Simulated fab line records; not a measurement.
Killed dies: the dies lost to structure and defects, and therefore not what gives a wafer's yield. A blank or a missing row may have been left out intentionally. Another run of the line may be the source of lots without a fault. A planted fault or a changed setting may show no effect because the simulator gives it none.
What tool caused it? || flow berkeley cmos170 || 14 lots, 42 wafers sampled, at 7 steps of a route of 331

## WHAT EACH GAUGE READ, for each wafer
UCB170_PSD_TW_MEAS_10.
{"lot": "L465", "measured": "day 6 12:16", "on": "film metro-01", "PSD_TW": "2293 2270 2280"}
{"lot": "L467", "measured": "day 6 16:09", "on": "film metro-03", "PSD_TW": "2333 2322 2321"}
{"lot": "L466", "measured": "day 6 15:53", "on": "film metro-03", "PSD_TW": "2321 2320 2328"}
{"lot": "L469", "measured": "day 7 12:16", "on": "film metro-04", "PSD_TW": "2324 2336 2329"}
{"lot": "L472", "measured": "day 7 22:34", "on": "film metro-01", "PSD_TW": "2297 2300 2309"}
{"lot": "L471", "measured": "day 7 22:42", "on": "film metro-03", "PSD_TW": "2333 2322 2331"}
{"lot": "L473", "measured": "day 8 07:48", "on": "film metro-03", "PSD_TW": "2329 2327 2329"}
{"lot": "L477", "measured": "day 9 04:58", "on": "film metro-04", "PSD_TW": "2345 2355 2343"}
{"lot": "L476", "measured": "day 9 04:36", "on": "film metro-03", "PSD_TW": "2445 2457 2454"}
{"lot": "L478", "measured": "day 9 04:22", "on": "film metro-01", "PSD_TW": "2286 2265 2277"}
{"lot": "L480", "measured": "day 9 17:24", "on": "film metro-03", "PSD_TW": "2452 2461 2457"}
{"lot": "L482", "measured": "day 10 03:43", "on": "film metro-04", "PSD_TW": "2334 2332 2343"}
{"lot": "L485", "measured": "day 10 06:59", "on": "film metro-01", "PSD_TW": "2277 2290 2281"}
{"lot": "L488", "measured": "day 11 11:38", "on": "film metro-04", "PSD_TW": "2359 2361 2352"}

UCB170_SDANNEAL_RS_MEAS_02: the measuring method here is four-point-probe.
{"lot": "L465", "measured": "day 6 15:05", "on": "film metro-04", "PSD_RS (ohm/sq)": "75.80 75.51 75.32"}
{"lot": "L467", "measured": "day 6 19:01", "on": "film metro-03", "PSD_RS (ohm/sq)": "75.74 75.77 76.06"}
{"lot": "L466", "measured": "day 6 18:30", "on": "film metro-04", "PSD_RS (ohm/sq)": "75.66 75.55 75.37"}
{"lot": "L469", "measured": "day 7 15:38", "on": "film metro-03", "PSD_RS (ohm/sq)": "75.47 75.78 75.94"}
{"lot": "L472", "measured": "day 8 02:20", "on": "film metro-03", "PSD_RS (ohm/sq)": "75.44 75.29 75.40"}
{"lot": "L471", "measured": "day 8 02:09", "on": "film metro-04", "PSD_RS (ohm/sq)": "75.57 75.76 75.62"}
{"lot": "L473", "measured": "day 8 11:06", "on": "film metro-04", "PSD_RS (ohm/sq)": "75.22 75.60 75.68"}
{"lot": "L477", "measured": "day 9 09:55", "on": "film metro-01", "PSD_RS (ohm/sq)": "75.38 75.51 75.34"}
{"lot": "L476", "measured": "day 9 09:44", "on": "film metro-03", "PSD_RS (ohm/sq)": "67.00 67.16 67.16"}
{"lot": "L478", "measured": "day 9 09:24", "on": "film metro-01", "PSD_RS (ohm/sq)": "75.30 75.70 75.63"}
{"lot": "L480", "measured": "day 9 20:18", "on": "film metro-03", "PSD_RS (ohm/sq)": "66.91 66.88 67.21"}
{"lot": "L482", "measured": "day 10 12:01", "on": "film metro-04", "PSD_RS (ohm/sq)": "75.41 75.66 75.86"}
{"lot": "L485", "measured": "day 10 12:56", "on": "film metro-01", "PSD_RS (ohm/sq)": "75.27 75.27 75.32"}
{"lot": "L488", "measured": "day 11 16:47", "on": "film metro-04", "PSD_RS (ohm/sq)": "75.31 75.33 75.46"}

## WHAT TOOL EACH LOT RAN ON (gives the tool, then ch and the chambers of the sampled wafers, and finally the start)
{"lot": "L465", "UCB170_PVT_STRIP_08": "plasma asher-02 ch 0,1, day 5 08:54", "UCB170_NLDD_STRIP_10": "plasma asher-01 ch 0,1, day 6 05:41", "UCB170_PSD_IMPLANT_08": "implanter-02 ch 0, day 6 12:01", "UCB170_PSD_STRIP_09": "plasma asher-02 ch 0,1, day 6 12:10", "UCB170_NSD_STRIP_09": "plasma asher-01 ch 1, day 6 13:54"}
{"lot": "L467", "UCB170_PVT_STRIP_08": "plasma asher-02 ch 0,1, day 5 15:17", "UCB170_NLDD_STRIP_10": "plasma asher-01 ch 0,1, day 6 10:01", "UCB170_PSD_IMPLANT_08": "implanter-03 ch 0, day 6 15:54", "UCB170_PSD_STRIP_09": "plasma asher-02 ch 0,1, day 6 16:03", "UCB170_NSD_STRIP_09": "plasma asher-04 ch 0,1, day 6 17:40"}
{"lot": "L466", "UCB170_PVT_STRIP_08": "plasma asher-03 ch 0,1, day 5 17:21", "UCB170_NLDD_STRIP_10": "plasma asher-02 ch 0,1, day 6 09:49", "UCB170_PSD_IMPLANT_08": "implanter-02 ch 0, day 6 15:39", "UCB170_PSD_STRIP_09": "plasma asher-03 ch 1, day 6 15:47", "UCB170_NSD_STRIP_09": "plasma asher-03 ch 0,1, day 6 17:16"}
{"lot": "L469", "UCB170_PVT_STRIP_08": "plasma asher-03 ch 0,1, day 6 10:06", "UCB170_NLDD_STRIP_10": "plasma asher-02 ch 1, day 7 05:13", "UCB170_PSD_IMPLANT_08": "implanter-04 ch 0, day 7 12:01", "UCB170_PSD_STRIP_09": "plasma asher-02 ch 0,1, day 7 12:10", "UCB170_NSD_STRIP_09": "plasma asher-01 ch 1, day 7 14:01"}
{"lot": "L472", "UCB170_PVT_STRIP_08": "plasma asher-02 ch 0,1, day 7 00:09", "UCB170_NLDD_STRIP_10": "plasma asher-04 ch 0,1, day 7 16:52", "UCB170_PSD_IMPLANT_08": "implanter-02 ch 0, day 7 22:19", "UCB170_PSD_STRIP_09": "plasma asher-02 ch 0,1, day 7 22:28", "UCB170_NSD_STRIP_09": "plasma asher-01 ch 0,1, day 8 01:08"}
{"lot": "L471", "UCB170_PVT_STRIP_08": "plasma asher-03 ch 0,1, day 7 00:19", "UCB170_NLDD_STRIP_10": "plasma asher-02 ch 0,1, day 7 17:55", "UCB170_PSD_IMPLANT_08": "implanter-03 ch 0, day 7 22:28", "UCB170_PSD_STRIP_09": "plasma asher-01 ch 0,1, day 7 22:35", "UCB170_NSD_STRIP_09": "plasma asher-03 ch 0,1, day 8 00:56"}
{"lot": "L473", "UCB170_PVT_STRIP_08": "plasma asher-03 ch 0, day 7 05:23", "UCB170_NLDD_STRIP_10": "plasma asher-04 ch 0,1, day 8 01:22", "UCB170_PSD_IMPLANT_08": "implanter-02 ch 0, day 8 07:34", "UCB170_PSD_STRIP_09": "plasma asher-01 ch 0,1, day 8 07:41", "UCB170_NSD_STRIP_09": "plasma asher-03 ch 0,1, day 8 09:53"}
{"lot": "L477", "UCB170_PVT_STRIP_08": "plasma asher-03 ch 0,1, day 8 03:55", "UCB170_NLDD_STRIP_10": "plasma asher-02 ch 0,1, day 8 21:05", "UCB170_PSD_IMPLANT_08": "implanter-03 ch 0, day 9 04:43", "UCB170_PSD_STRIP_09": "plasma asher-02 ch 0,1, day 9 04:52", "UCB170_NSD_STRIP_09": "plasma asher-01 ch 0,1, day 9 08:08"}
{"lot": "L476", "UCB170_PVT_STRIP_08": "plasma asher-02 ch 0,1, day 8 04:23", "UCB170_NLDD_STRIP_10": "plasma asher-01 ch 0,1, day 8 20:28", "UCB170_PSD_IMPLANT_08": "implanter-02 ch 0, day 9 04:21", "UCB170_PSD_STRIP_09": "plasma asher-01 ch 0,1, day 9 04:30", "UCB170_NSD_STRIP_09": "plasma asher-03 ch 0,1, day 9 08:01"}
{"lot": "L478", "UCB170_PVT_STRIP_08": "plasma asher-01 ch 0,1, day 8 04:32", "UCB170_NLDD_STRIP_10": "plasma asher-04 ch 0,1, day 8 20:51", "UCB170_PSD_IMPLANT_08": "implanter-04 ch 0, day 9 04:07", "UCB170_PSD_STRIP_09": "plasma asher-02 ch 0,1, day 9 04:16", "UCB170_NSD_STRIP_09": "plasma asher-01 ch 0,1, day 9 07:52"}
{"lot": "L480", "UCB170_PVT_STRIP_08": "plasma asher-03 ch 0,1, day 8 15:29", "UCB170_NLDD_STRIP_10": "plasma asher-01 ch 0,1, day 9 12:23", "UCB170_PSD_IMPLANT_08": "implanter-02 ch 0, day 9 17:09", "UCB170_PSD_STRIP_09": "plasma asher-02 ch 0,1, day 9 17:18", "UCB170_NSD_STRIP_09": "plasma asher-03 ch 0,1, day 9 18:59"}
{"lot": "L482", "UCB170_PVT_STRIP_08": "plasma asher-02 ch 0,1, day 9 07:12", "UCB170_NLDD_STRIP_10": "plasma asher-04 ch 0,1, day 9 21:11", "UCB170_PSD_IMPLANT_08": "implanter-03 ch 0, day 10 03:28", "UCB170_PSD_STRIP_09": "plasma asher-01 ch 0,1, day 10 03:37", "UCB170_NSD_STRIP_09": "plasma asher-03 ch 0, day 10 10:10"}
{"lot": "L485", "UCB170_PVT_STRIP_08": "plasma asher-02 ch 1, day 9 12:12", "UCB170_NLDD_STRIP_10": "plasma asher-02 ch 0,1, day 10 01:17", "UCB170_PSD_IMPLANT_08": "implanter-04 ch 0, day 10 06:44", "UCB170_PSD_STRIP_09": "plasma asher-03 ch 0,1, day 10 06:53", "UCB170_NSD_STRIP_09": "plasma asher-01 ch 0,1, day 10 11:05"}
{"lot": "L488", "UCB170_PVT_STRIP_08": "plasma asher-03 ch 0,1, day 10 11:25", "UCB170_NLDD_STRIP_10": "plasma asher-02 ch 0,1, day 11 02:10", "UCB170_PSD_IMPLANT_08": "implanter-04 ch 0, day 11 11:23", "UCB170_PSD_STRIP_09": "plasma asher-02 ch 0,1, day 11 11:32", "UCB170_NSD_STRIP_09": "plasma asher-03 ch 0,1, day 11 15:14"}
- UCB170_PVT_STRIP_08: strips in O2.
- UCB170_NLDD_STRIP_10: strips in O2.
- UCB170_PSD_IMPLANT_08
- UCB170_PSD_STRIP_09: strips in O2.
- UCB170_NSD_STRIP_09: strips in O2.

## WHAT THE TOOLS THEMSELVES READ (means of the sampled wafers that have a number; where no wafer has one, the mark that the record gives instead)
UCB170_PVT_STRIP_08.
{"lot": "L465", "tool": "plasma asher-02", "drypump motor current A (A)": 5.7, "oes product au (a.u.)": 0.736, "strip time to endpoint s (s)": 21.67}
{"lot": "L467", "tool": "plasma asher-02", "drypump motor current A (A)": 5.7, "oes product au (a.u.)": 0.733, "strip time to endpoint s (s)": 21.55}
{"lot": "L466", "tool": "plasma asher-03", "drypump motor current A (A)": 5.4, "oes product au (a.u.)": 0.733, "strip time to endpoint s (s)": 21.64}
{"lot": "L469", "tool": "plasma asher-03", "drypump motor current A (A)": 5.4, "oes product au (a.u.)": 0.732, "strip time to endpoint s (s)": 21.57}
{"lot": "L472", "tool": "plasma asher-02", "drypump motor current A (A)": 5.3, "oes product au (a.u.)": 0.732, "strip time to endpoint s (s)": 21.63}
{"lot": "L471", "tool": "plasma asher-03", "drypump motor current A (A)": 5.4, "oes product au (a.u.)": 0.734, "strip time to endpoint s (s)": 21.59}
{"lot": "L473", "tool": "plasma asher-03", "drypump motor current A (A)": 5.7, "oes product au (a.u.)": 0.737, "strip time to endpoint s (s)": 21.69}
{"lot": "L477", "tool": "plasma asher-03", "drypump motor current A (A)": 5.4, "oes product au (a.u.)": 0.734, "strip time to endpoint s (s)": 21.67}
{"lot": "L476", "tool": "plasma asher-02", "drypump motor current A (A)": 5.7, "oes product au (a.u.)": 0.741, "strip time to endpoint s (s)": 21.71}
{"lot": "L478", "tool": "plasma asher-01", "drypump motor current A (A)": 6.0, "oes product au (a.u.)": 0.731, "strip time to endpoint s (s)": 21.62}
{"lot": "L480", "tool": "plasma asher-03", "drypump motor current A (A)": 5.5, "oes product au (a.u.)": 0.732, "strip time to endpoint s (s)": 21.65}
{"lot": "L482", "tool": "plasma asher-02", "drypump motor current A (A)": 5.7, "oes product au (a.u.)": 0.736, "strip time to endpoint s (s)": 21.52}
{"lot": "L485", "tool": "plasma asher-02", "drypump motor current A (A)": 4.8, "oes product au (a.u.)": 0.732, "strip time to endpoint s (s)": 21.74}
{"lot": "L488", "tool": "plasma asher-03", "drypump motor current A (A)": 5.5, "oes product au (a.u.)": 0.735, "strip time to endpoint s (s)": 21.66}

UCB170_NLDD_STRIP_10.
{"lot": "L465", "tool": "plasma asher-01", "drypump motor current A (A)": 6.0, "oes product au (a.u.)": 0.740, "strip time to endpoint s (s)": 21.64}
{"lot": "L467", "tool": "plasma asher-01", "drypump motor current A (A)": 6.0, "oes product au (a.u.)": 0.736, "strip time to endpoint s (s)": 21.63}
{"lot": "L466", "tool": "plasma asher-02", "drypump motor current A (A)": 5.3, "oes product au (a.u.)": 0.732, "strip time to endpoint s (s)": 21.58}
{"lot": "L469", "tool": "plasma asher-02", "drypump motor current A (A)": 4.8, "oes product au (a.u.)": 0.735, "strip time to endpoint s (s)": 21.66}
{"lot": "L472", "tool": "plasma asher-04", "drypump motor current A (A)": 5.6, "oes product au (a.u.)": 0.739, "strip time to endpoint s (s)": 21.67}
{"lot": "L471", "tool": "plasma asher-02", "drypump motor current A (A)": 5.3, "oes product au (a.u.)": 0.737, "strip time to endpoint s (s)": 21.62}
{"lot": "L473", "tool": "plasma asher-04", "drypump motor current A (A)": 5.6, "oes product au (a.u.)": 0.734, "strip time to endpoint s (s)": 21.58}
{"lot": "L477", "tool": "plasma asher-02", "drypump motor current A (A)": 5.7, "oes product au (a.u.)": 0.735, "strip time to endpoint s (s)": 21.70}
{"lot": "L476", "tool": "plasma asher-01", "drypump motor current A (A)": 6.0, "oes product au (a.u.)": 0.736, "strip time to endpoint s (s)": 21.65}
{"lot": "L478", "tool": "plasma asher-04", "drypump motor current A (A)": 5.6, "oes product au (a.u.)": 0.737, "strip time to endpoint s (s)": 21.68}
{"lot": "L480", "tool": "plasma asher-01", "drypump motor current A (A)": 6.0, "oes product au (a.u.)": 0.738, "strip time to endpoint s (s)": 21.74}
{"lot": "L482", "tool": "plasma asher-04", "drypump motor current A (A)": 5.9, "oes product au (a.u.)": 0.735, "strip time to endpoint s (s)": 21.68}
{"lot": "L485", "tool": "plasma asher-02", "drypump motor current A (A)": 5.7, "oes product au (a.u.)": 0.730, "strip time to endpoint s (s)": 21.57}
{"lot": "L488", "tool": "plasma asher-02", "drypump motor current A (A)": 5.7, "oes product au (a.u.)": 0.732, "strip time to endpoint s (s)": 21.59}

UCB170_PSD_IMPLANT_08.
{"lot": "L465", "tool": "implanter-02", "dose ions cm2": 2.996e+15, "faraday current uA": 9428}
{"lot": "L467", "tool": "implanter-03", "dose ions cm2": 3.005e+15, "faraday current uA": 9533}
{"lot": "L466", "tool": "implanter-02", "dose ions cm2": 3.002e+15, "faraday current uA": 9388}
{"lot": "L469", "tool": "implanter-04", "dose ions cm2": 3.002e+15, "faraday current uA": 9241}
{"lot": "L472", "tool": "implanter-02", "dose ions cm2": 2.999e+15, "faraday current uA": 9372}
{"lot": "L471", "tool": "implanter-03", "dose ions cm2": 2.997e+15, "faraday current uA": 9111}
{"lot": "L473", "tool": "implanter-02", "dose ions cm2": 3.002e+15, "faraday current uA": 9238}
{"lot": "L477", "tool": "implanter-03", "dose ions cm2": 3.003e+15, "faraday current uA": 9258}
{"lot": "L476", "tool": "implanter-02", "dose ions cm2": 3.509e+15, "faraday current uA": 10963}
{"lot": "L478", "tool": "implanter-04", "dose ions cm2": 2.999e+15, "faraday current uA": 9271}
{"lot": "L480", "tool": "implanter-02", "dose ions cm2": 3.506e+15, "faraday current uA": 10564}
{"lot": "L482", "tool": "implanter-03", "dose ions cm2": 2.998e+15, "faraday current uA": 9247}
{"lot": "L485", "tool": "implanter-04", "dose ions cm2": 3.000e+15, "faraday current uA": 9312}
{"lot": "L488", "tool": "implanter-04", "dose ions cm2": 3.003e+15, "faraday current uA": 9124}

UCB170_PSD_STRIP_09.
{"lot": "L465", "tool": "plasma asher-02", "drypump motor current A (A)": 5.3, "oes product au (a.u.)": 0.603, "strip time to endpoint s (s)": 29.63}
{"lot": "L467", "tool": "plasma asher-02", "drypump motor current A (A)": 5.3, "oes product au (a.u.)": 0.599, "strip time to endpoint s (s)": 29.63}
{"lot": "L466", "tool": "plasma asher-03", "drypump motor current A (A)": 5.3, "oes product au (a.u.)": 0.598, "strip time to endpoint s (s)": 29.63}
{"lot": "L469", "tool": "plasma asher-02", "drypump motor current A (A)": 5.7, "oes product au (a.u.)": 0.601, "strip time to endpoint s (s)": 29.65}
{"lot": "L472", "tool": "plasma asher-02", "drypump motor current A (A)": 5.7, "oes product au (a.u.)": 0.602, "strip time to endpoint s (s)": 29.59}
{"lot": "L471", "tool": "plasma asher-01", "drypump motor current A (A)": 6.0, "oes product au (a.u.)": 0.603, "strip time to endpoint s (s)": 29.64}
{"lot": "L473", "tool": "plasma asher-01", "drypump motor current A (A)": 6.0, "oes product au (a.u.)": 0.603, "strip time to endpoint s (s)": 29.60}
{"lot": "L477", "tool": "plasma asher-02", "drypump motor current A (A)": 5.3, "oes product au (a.u.)": 0.600, "strip time to endpoint s (s)": 29.76}
{"lot": "L476", "tool": "plasma asher-01", "drypump motor current A (A)": 6.0, "oes product au (a.u.)": 0.578, "strip time to endpoint s (s)": 31.33}
{"lot": "L478", "tool": "plasma asher-02", "drypump motor current A (A)": 5.3, "oes product au (a.u.)": 0.601, "strip time to endpoint s (s)": 29.55}
{"lot": "L480", "tool": "plasma asher-02", "drypump motor current A (A)": 5.7, "oes product au (a.u.)": 0.577, "strip time to endpoint s (s)": 31.42}
{"lot": "L482", "tool": "plasma asher-01", "drypump motor current A (A)": 6.0, "oes product au (a.u.)": 0.601, "strip time to endpoint s (s)": 29.60}
{"lot": "L485", "tool": "plasma asher-03", "drypump motor current A (A)": 5.5, "oes product au (a.u.)": 0.603, "strip time to endpoint s (s)": 29.67}
{"lot": "L488", "tool": "plasma asher-02", "drypump motor current A (A)": 5.7, "oes product au (a.u.)": 0.602, "strip time to endpoint s (s)": 29.72}

UCB170_NSD_STRIP_09.
{"lot": "L465", "tool": "plasma asher-01", "drypump motor current A (A)": 5.9, "oes product au (a.u.)": 0.534, "strip time to endpoint s (s)": 35.80}
{"lot": "L467", "tool": "plasma asher-04", "drypump motor current A (A)": 5.9, "oes product au (a.u.)": 0.537, "strip time to endpoint s (s)": 35.91}
{"lot": "L466", "tool": "plasma asher-03", "drypump motor current A (A)": 5.6, "oes product au (a.u.)": 0.532, "strip time to endpoint s (s)": 35.89}
{"lot": "L469", "tool": "plasma asher-01", "drypump motor current A (A)": 5.9, "oes product au (a.u.)": 0.534, "strip time to endpoint s (s)": 35.99}
{"lot": "L472", "tool": "plasma asher-01", "drypump motor current A (A)": 6.0, "oes product au (a.u.)": 0.535, "strip time to endpoint s (s)": 35.92}
{"lot": "L471", "tool": "plasma asher-03", "drypump motor current A (A)": 5.6, "oes product au (a.u.)": 0.529, "strip time to endpoint s (s)": 35.73}
{"lot": "L473", "tool": "plasma asher-03", "drypump motor current A (A)": 5.5, "oes product au (a.u.)": 0.535, "strip time to endpoint s (s)": 35.96}
{"lot": "L477", "tool": "plasma asher-01", "drypump motor current A (A)": 6.0, "oes product au (a.u.)": 0.534, "strip time to endpoint s (s)": 36.04}
{"lot": "L476", "tool": "plasma asher-03", "drypump motor current A (A)": 5.4, "oes product au (a.u.)": 0.534, "strip time to endpoint s (s)": 35.81}
{"lot": "L478", "tool": "plasma asher-01", "drypump motor current A (A)": 6.0, "oes product au (a.u.)": 0.531, "strip time to endpoint s (s)": 35.75}
{"lot": "L480", "tool": "plasma asher-03", "drypump motor current A (A)": 5.4, "oes product au (a.u.)": 0.531, "strip time to endpoint s (s)": 35.80}
{"lot": "L482", "tool": "plasma asher-03", "drypump motor current A (A)": 5.7, "oes product au (a.u.)": 0.536, "strip time to endpoint s (s)": 35.87}
{"lot": "L485", "tool": "plasma asher-01", "drypump motor current A (A)": 6.0, "oes product au (a.u.)": 0.531, "strip time to endpoint s (s)": 35.81}
{"lot": "L488", "tool": "plasma asher-03", "drypump motor current A (A)": 5.6, "oes product au (a.u.)": 0.535, "strip time to endpoint s (s)": 35.73}

## THE ANSWER, worked out from the rows above alone
Rule: usual is defined by the lots themselves. The widest of any qualifying gaps counts: lots, ordered by their means at a reading, are off when they make up no more than a third of the lots, leave a main group of 4 or more, and stand apart from it by 3 or more times the standard deviation of that group's means. If all means in a main group match to the digits the tables above print for the reading, that group is not used. Also off: a lot with no number at a reading for which 4 or more lots have one. All remaining lots with rows at the step are treated as sound. Order of review: gauges by route order, followed by the tools' own readings, for which a lot's mean as printed above is used. The first step at which some lot is off is used, and at that step the reading that is off furthest; a lot without a number counts as furthest.
Off: at UCB170_PSD_TW_MEAS_10 (PSD_TW), L476, L480. Mean 2318 and standard deviation 26 in the main group.
If a tool, at a process step before that reading, ran all the lots that are off and no sound lot after the first of them, it fits. Not tried: the gauges at UCB170_PSD_TW_MEAS_10; whatever is off there is also off at UCB170_PSD_IMPLANT_08, on other tools, and gauge error can't account for it. Can't be told from this: 2 tools fit, plasma asher-01 at UCB170_NLDD_STRIP_10, implanter-02 at UCB170_PSD_IMPLANT_08.

## WHAT THE SIMULATOR HAD INSERTED
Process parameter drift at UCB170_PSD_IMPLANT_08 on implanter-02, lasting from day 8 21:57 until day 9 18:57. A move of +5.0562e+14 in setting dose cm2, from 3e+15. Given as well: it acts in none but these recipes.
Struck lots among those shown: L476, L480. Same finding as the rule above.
